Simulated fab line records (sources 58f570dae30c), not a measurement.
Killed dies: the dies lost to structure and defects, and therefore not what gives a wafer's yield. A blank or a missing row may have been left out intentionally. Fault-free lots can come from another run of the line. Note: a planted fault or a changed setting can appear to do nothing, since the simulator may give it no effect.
2 desks, one fault + flow berkeley_cmos170 + numbers are kept per desk, each desk with only its own; the story behind them comes last

== METROLOGY DESK ==
Lot by lot, what the gauges showed, no matter which tool ran the lot: averages of those sampled wafers that carry a number. Marked OUT: a lot whose mean sits more than 4 standard deviations from the usual mean, which makes it out of limits; the brackets give that distance.
Columns: A = cd_nm at UCB170_PLDD_CD_MEAS_06, usual 1200.2 nm; B = PLDD_TW at UCB170_PLDD_TW_MEAS_11, usual 1012
| lot  | first seen here | A      | B    |
|------|-----------------|--------|------|
| L130 | day 6 09:01     | 1202.1 | 1004 |
| L132 | day 6 18:56     | 1198.0 | 1002 |
| L131 | day 6 19:23     | 1201.2 | 1027 |
| L134 | day 7 07:54     | 1199.9 | 993  |
| L133 | day 7 08:27     | 1200.0 | 1043 |
| L135 | day 7 10:18     | 1198.7 | 997  |
| L142 | day 8 13:22     | 1199.6 | 999  |
| L140 | day 8 14:08     | 1202.0 | 993  |
| L139 | day 8 14:35     | 1199.6 | 998  |
| L148 | day 9 22:11     | 1198.2 | 1038 |
| L149 | day 9 22:38     | 1199.5 | 1036 |
| L146 | day 9 22:50     | 1199.1 | 1003 |
| L151 | day 10 06:08    | 1201.9 | 1006 |
Result from this desk: across the 13 lots, nothing is out of limits.

== FOR THE TOOL OWNER'S DESK: rie_si-02 ==
The tool's own readings at UCB170_GATE_ETCH_15 (etches poly-Si in HBr/Cl2, stops on SiO2, time 56.3 s, target depth 278.2 nm): means of the sampled wafers that have a number, for each lot that ran on this tool. Marked OUT: a lot whose mean sits more than 4 standard deviations from the usual mean, which makes it out of limits; the brackets give that distance.
Columns: A = HBr_flow_sccm at UCB170_GATE_ETCH_15, usual 150.1 sccm; B = drypump_motor_current_A at UCB170_GATE_ETCH_15, usual 5.7 A; C = oes_product_au at UCB170_GATE_ETCH_15, usual 0.837 a.u.; D = rf_fwd_power_W at UCB170_GATE_ETCH_15, usual 296.8 W; E = throttle_valve_pct at UCB170_GATE_ETCH_15, usual 26.48 %
| lot  | first seen here | A     | B   | C                | D     | E     |
|------|-----------------|-------|-----|------------------|-------|-------|
| L131 | day 6 16:04     | 149.7 | 5.7 | 0.846            | 296.2 | 26.67 |
| L133 | day 7 06:02     | 150.7 | 5.6 | 0.831            | 297.7 | 26.44 |
| L140 | day 8 11:55     | 150.3 | 5.6 | 0.842            | 296.9 | 26.28 |
| L139 | day 8 12:38     | 150.0 | 6.1 | 0.834            | 297.3 | 26.66 |
| L146 | day 9 20:47     | 150.4 | 5.4 | 0.894 (+4.8) OUT | 295.9 | 26.53 |
This desk's finding: out of limits on L146; first on L146, day 9 20:47 (oes_product_au at UCB170_GATE_ETCH_15). In limits: L131, L133, L140, L139.

== TAKEN TOGETHER ==
At day 9 20:47, on L146, the tool owner's desk was in a position to raise an alarm.
Nothing out of limits was seen by the metrology desk.
The metrology desk has L146 on record, within its limits.
On rie_si-02, each named lot ran UCB170_GATE_ETCH_15.

== WHAT THE SIMULATOR HAD PUT IN ==
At UCB170_GATE_ETCH_15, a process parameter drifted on rie_si-02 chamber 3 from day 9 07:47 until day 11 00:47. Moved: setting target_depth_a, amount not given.
Struck lots among those shown: L146.
Time in hours from fault onset to the first out-of-limits reading at each desk: the tool owner's desk, 13.
